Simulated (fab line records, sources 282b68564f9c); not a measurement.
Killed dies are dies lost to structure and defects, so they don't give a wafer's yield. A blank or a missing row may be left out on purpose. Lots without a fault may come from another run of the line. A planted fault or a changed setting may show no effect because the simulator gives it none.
Split-lot experiment | flow rit_cmos | 5 lots, 23 wafers read, on a route of 202 steps

THE SPLIT
At RIT_CONTACT_SOFTBAKE_04 (time 60 s), the setting temp_c was moved away from the recipe's 90 C on 8 of the 23 wafers read, by -4.1% to +4.1%. The other wafers ran this setting at the recipe's value.

FROM THE SPLIT TO THE READING: what the file shows between them, 2 steps
- RIT_CONTACT_EXPOSE_05: exposes mask M11, target cd 1000 nm
- RIT_CONTACT_PEB_06

THE READING
NOVOLAK_of_CONTACT_COAT_03.thk_nm (the simulator's own value, which no gauge read), in nm, at RIT_CONTACT_DEVELOP_07 (develop time 120 s). The file gives no usual value for it. The 15 wafers here that ran the recipe average 997.9 nm, standard deviation 3.6 nm.

wafer  | tool, chamber at the split | temp_c as run, C | against the recipe | NOVOLAK_of_CONTACT_COAT_03.thk_nm, nm | against lot-mates on the recipe
L074.1 | litho_track-02, 0          | 90               | recipe             | 997.1                                 | -
L074.2 | litho_track-02, 0          | 90               | recipe             | 995.8                                 | -
L074.3 | litho_track-02, 0          | 90               | recipe             | 997.3                                 | -
L074.4 | litho_track-02, 0          | 90               | recipe             | 993.7                                 | -
L074.5 | litho_track-02, 0          | 90               | recipe             | 994.2                                 | -
L078.1 | litho_track-04, 0          | 93.73            | +4.1%              | 986.1                                 | -8.5
L078.3 | litho_track-04, 0          | 93.73            | +4.1%              | 982.2                                 | -12.4
L078.4 | litho_track-04, 0          | 90               | recipe             | 993.9                                 | -
L078.5 | litho_track-04, 0          | 90               | recipe             | 995.3                                 | -
L078.6 | litho_track-04, 0          | 93.73            | +4.1%              | 987.9                                 | -6.7
L079.1 | litho_track-01, 0          | 90               | recipe             | 1002                                  | -
L079.2 | litho_track-01, 0          | 93.11            | +3.5%              | 990.9                                 | -12.6
L079.4 | litho_track-01, 0          | 93.11            | +3.5%              | 991                                   | -12.5
L079.5 | litho_track-01, 0          | 93.11            | +3.5%              | 992.4                                 | -11.1
L079.6 | litho_track-01, 0          | 90               | recipe             | 1005                                  | -
L083.1 | litho_track-04, 0          | 90               | recipe             | 1001                                  | -
L083.4 | litho_track-04, 0          | 90               | recipe             | 1001                                  | -
L083.2 | litho_track-04, 0          | 90               | recipe             | 1004                                  | -
L083.3 | litho_track-04, 0          | 86.28            | -4.1%              | 1008                                  | +6.0
L083.5 | litho_track-04, 0          | 86.28            | -4.1%              | 1012                                  | +10.0
L084.2 | litho_track-02, 0          | 90               | recipe             | 996.9                                 | -
L084.4 | litho_track-02, 0          | 90               | recipe             | 994.3                                 | -
L084.6 | litho_track-02, 0          | 90               | recipe             | 997                                   | -

THE FIT
A straight line over all 23 wafers: NOVOLAK_of_CONTACT_COAT_03.thk_nm changes by -2.69 nm for each +1% of temp_c; r = -0.87; the points scatter about the line by 3.5 nm.
The same after taking each lot's own level away (the mean of its wafers on the recipe; 23 wafers): -2.45 nm for each +1%; r = -0.93; scatter 2.2 nm.
On that fit, the largest move of temp_c shifts the reading by 10 nm.
The lots' own levels span 994.60 to 1003.50 nm, that is 2.5 times the standard deviation above.
So the lot-to-lot level changes the slope little: the two slopes agree.
Check: with one of the wafers moved furthest among these (+4.1%) left out of the fit, the line predicts -11.1 nm for it against its lot-mates. It came out at -8.5 nm against them.

OTHER SPLITS ON THESE WAFERS
These wafers also went through other splits before the reading. Each is held against what the fit with the lots' levels taken away leaves over:
other split on the same wafers              | wafers away from the commonest value | r with NOVOLAK_of_CONTACT_COAT_03.thk_nm (lot level and that fit taken away)
RIT_GATE_OXIDATION_05 ox_time_s             | 18                                   | +0.39
RIT_NLDD_SOFTBAKE_02 temp_c                 | 9                                    | +0.34
RIT_PLDD_COAT_01 resist_thk_nm              | 11                                   | -0.26
RIT_PLDD_IMPLANT_08 dose_cm2                | 8                                    | -0.19
RIT_NSD_COAT_01 spin_rpm                    | 10                                   | -0.07
RIT_NSD_IMPLANT_08 energy_kev               | 8                                    | +0.17
RIT_PSD_COAT_01 resist_thk_nm               | 6                                    | -0.19
RIT_PSD_HARDBAKE_07 temp_c                  | 4                                    | -0.02
RIT_SILICIDE_SPUTTER_01 chamber_pressure_pa | 15                                   | +0.11

THE FILE'S OWN FIT
NOVOLAK_of_CONTACT_COAT_03.thk_nm changes by -2.45 nm for each +1% of temp_c, r = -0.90.
